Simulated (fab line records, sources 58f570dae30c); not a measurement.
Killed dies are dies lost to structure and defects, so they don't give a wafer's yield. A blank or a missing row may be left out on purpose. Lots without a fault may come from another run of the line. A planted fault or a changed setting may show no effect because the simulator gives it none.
Tool commonality check | flow berkeley_cmos170 | 14 lots, 42 wafers sampled

WHY IT WAS OPENED
At UCB170_ACTIVE_THK_MEAS_03 the reading ACTIVE_OXIDE_THK is flagged on 2 of 14 lots. Wafers without a fault read 26.5 nm, standard deviation 0.39.
Rule: a lot is flagged when every wafer of it that has a number lies more than 4 standard deviations from that mean, or none has a number. The other lots count as sound.

lot  | measured    | on            | ACTIVE_OXIDE_THK (nm), wafer by wafer | flag
L491 | day 4 07:58 | film_metro-02 | 25.9 26.1 25.7                        |
L490 | day 4 07:59 | film_metro-01 | 26.3 26.4 25.7                        |
L492 | day 4 14:55 | film_metro-01 | 26.4 26.6 26.8                        |
L495 | day 5 03:58 | film_metro-02 | 25.9 26.0 26.2                        |
L496 | day 5 08:55 | film_metro-02 | 26.3 26.0 26.5                        |
L498 | day 5 18:50 | film_metro-01 | 26.6 27.0 26.9                        |
L503 | day 6 21:17 | film_metro-04 | 22.7 23.0 23.2                        | FLAGGED
L502 | day 6 21:19 | film_metro-01 | 22.9 22.9 23.2                        | FLAGGED
L507 | day 7 07:46 | film_metro-04 | 26.9 26.4 26.5                        |
L509 | day 8 03:17 | film_metro-04 | 26.2 26.6 26.4                        |
L510 | day 8 03:17 | film_metro-02 | 25.5 26.2 26.4                        |
L512 | day 8 07:53 | film_metro-01 | 26.1 26.6 26.3                        |
L511 | day 8 07:56 | film_metro-01 | 26.7 26.6 26.6                        |
L513 | day 8 14:02 | film_metro-01 | 26.6 26.0 26.2                        |
The numbers of the flagged lots are 23.0 nm on average: -3.5 nm against the usual, or -9 standard deviations.

WHICH TOOL RAN EACH LOT
The record holds 2 process steps before the reading, out of a route of 331 steps. In each cell: the tool, then ch and the chambers that the sampled wafers went through, then the start.
lot  | flag    | UCB170_NWELL_STRIP_15               | UCB170_ACTIVE_OXIDATION_02
L491 |         | plasma_asher-02 ch 1, day 2 12:14   | furnace-04 ch 0, day 4 06:37
L490 |         | plasma_asher-02 ch 0,1, day 2 12:39 | furnace-04 ch 0, day 4 06:37
L492 |         | plasma_asher-03 ch 0,1, day 2 19:17 | furnace-04 ch 0, day 4 13:33
L495 |         | plasma_asher-02 ch 0,1, day 3 11:42 | furnace-03 ch 0, day 5 02:37
L496 |         | plasma_asher-03 ch 0,1, day 3 18:50 | furnace-04 ch 0, day 5 07:32
L498 |         | plasma_asher-03 ch 0,1, day 4 01:17 | furnace-04 ch 0, day 5 17:29
L503 | FLAGGED | plasma_asher-03 ch 0,1, day 4 23:54 | furnace-04 ch 0, day 6 19:56
L502 | FLAGGED | plasma_asher-01 ch 0,1, day 4 23:49 | furnace-04 ch 0, day 6 19:56
L507 |         | plasma_asher-03 ch 0,1, day 5 19:22 | furnace-03 ch 0, day 7 06:20
L509 |         | plasma_asher-02 ch 0,1, day 6 07:41 | furnace-03 ch 0, day 8 01:54
L510 |         | plasma_asher-03 ch 0,1, day 6 11:52 | furnace-03 ch 0, day 8 01:54
L512 |         | plasma_asher-03 ch 0,1, day 6 17:23 | furnace-01 ch 0, day 8 06:31
L511 |         | plasma_asher-02 ch 0,1, day 6 17:36 | furnace-01 ch 0, day 8 06:31
L513 |         | plasma_asher-02 ch 0,1, day 6 23:47 | furnace-03 ch 0, day 8 12:41
What these steps do:
- UCB170_NWELL_STRIP_15: strips in O2.
- UCB170_ACTIVE_OXIDATION_02: target thk 26.4 nm, ox time 1260 s.
- UCB170_ACTIVE_THK_MEAS_03

FLAGGED OVER TOTAL, TOOL BY TOOL (the gauges that took the reading come last)
step                       | tool            | lots run | flagged | share of the flagged lots | sound lots run after its first flagged lot
UCB170_NWELL_STRIP_15      | plasma_asher-01 | 1        | 1       | some                      | 0
UCB170_NWELL_STRIP_15      | plasma_asher-02 | 6        | 0       | none                      | -
UCB170_NWELL_STRIP_15      | plasma_asher-03 | 7        | 1       | some                      | 3 (L507,L510,L512)
UCB170_ACTIVE_OXIDATION_02 | furnace-01      | 2        | 0       | none                      | -
UCB170_ACTIVE_OXIDATION_02 | furnace-03      | 5        | 0       | none                      | -
UCB170_ACTIVE_OXIDATION_02 | furnace-04      | 7        | 2       | all                       | 0
UCB170_ACTIVE_THK_MEAS_03  | film_metro-01   | 7        | 1       | some                      | 3 (L512,L511,L513)
UCB170_ACTIVE_THK_MEAS_03  | film_metro-02   | 4        | 0       | none                      | -
UCB170_ACTIVE_THK_MEAS_03  | film_metro-04   | 3        | 1       | some                      | 2 (L507,L509)

WHAT THE TABLE ALLOWS
1 row of the table ran every flagged lot: furnace-04 at UCB170_ACTIVE_OXIDATION_02.
- furnace-04 at UCB170_ACTIVE_OXIDATION_02: 2 of its 7 lots flagged. Its last sound lot is L498 (day 5 17:29), its first flagged lot L502 (day 6 19:56): a fault that began between those two fits.
One tool is left: furnace-04 at UCB170_ACTIVE_OXIDATION_02.

WHAT THE SIMULATOR HAD PUT IN
Process parameter drift: furnace-04, from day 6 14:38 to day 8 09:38, at UCB170_ACTIVE_OXIDATION_02. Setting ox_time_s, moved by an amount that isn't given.
Lots struck among those shown: L503, L502. The rule above found the same.
